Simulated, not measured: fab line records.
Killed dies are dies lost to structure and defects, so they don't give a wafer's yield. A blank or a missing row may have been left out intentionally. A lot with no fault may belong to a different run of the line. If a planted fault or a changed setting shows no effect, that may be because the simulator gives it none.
2 desks, one fault + flow berkeleyCmos170 + what lay behind the numbers comes last; until then each desk has only its own

## FROM THE METROLOGY DESK
Lot by lot, what the gauges showed, no matter which tool ran the lot: averages of those sampled wafers that carry a number. The brackets show how far a lot's mean lies from the usual mean; more than 4 standard deviations puts the lot out of limits, marked OUT.
Columns: A = cdNm at UCB170_CONTACT_CD_MEAS_15, usual 700.4 nm; B = cdNm at UCB170_V1_CD_MEAS_12, usual 699.9 nm
| lot  | first seen here | A     | B     |
|------|-----------------|-------|-------|
| L304 | day 8 10:47     | 702.5 | 699.1 |
| L305 | day 9 03:28     | 699.4 | 702.2 |
| L308 | day 9 03:42     | 698.2 | 699.1 |
| L307 | day 9 04:06     | 700.2 | 701.0 |
| L309 | day 9 14:30     | 702.8 | 700.7 |
| L311 | day 10 01:44    | 700.9 | 697.9 |
| L312 | day 10 01:50    | 701.7 | 700.6 |
| L316 | day 10 20:03    | 700.6 | 699.4 |
| L315 | day 10 20:36    | 701.1 | 701.8 |
| L317 | day 11 08:04    | 700.0 | 700.4 |
| L319 | day 11 10:08    | 699.9 | 700.5 |
| L322 | day 11 14:53    | 699.0 | 699.4 |
| L325 | day 12 14:25    | 700.0 | 698.1 |
| L327 | day 12 21:47    | 700.2 | 699.1 |
This desk's finding: nothing out of limits on any of the 14 lots.

## AT THE TOOL OWNER'S DESK: implanter-04
For each lot that ran on this tool, the mean over its sampled wafers that have a number, from the tool's own readings at UCB170_PLDD_IMPLANT_09. The brackets show how far a lot's mean lies from the usual mean; more than 4 standard deviations puts the lot out of limits, marked OUT.
Columns: A = faradayCurrentUA at UCB170_PLDD_IMPLANT_09, usual 159; B = rotationDeg at UCB170_PLDD_IMPLANT_09, usual 180.00 degrees
| lot  | first seen here | A   | B                        |
|------|-----------------|-----|--------------------------|
| L308 | day 8 05:45     | 161 | 179.99                   |
| L311 | day 9 06:35     | 159 | 180.01                   |
| L317 | day 10 11:39    | 158 | 360.01 (+99 or more) OUT |
| L322 | day 10 19:02    | 158 | 360.00 (+99 or more) OUT |
This desk's finding: out of limits on L317, L322; first on L317, day 10 11:39 (rotationDeg at UCB170_PLDD_IMPLANT_09). L308, L311: within limits.

## BROUGHT TOGETHER
On L317, L322, at day 10 11:39, an alarm was possible from the tool owner's desk.
Metrology desk: nothing out of limits seen.
The metrology desk holds a record of L317, L322, inside its limits.
Every lot named ran UCB170_PLDD_IMPLANT_09 on implanter-04.

## WHAT WAS PUT IN BY THE SIMULATOR
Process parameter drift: implanter-04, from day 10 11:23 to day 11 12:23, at UCB170_PLDD_IMPLANT_09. Setting rotationDeg, moved by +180, from 180. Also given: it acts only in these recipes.
Lots struck among those shown: L317, L322.
Delay in hours, fault start to first out-of-limits reading, by desk: the tool owner's desk at 0.
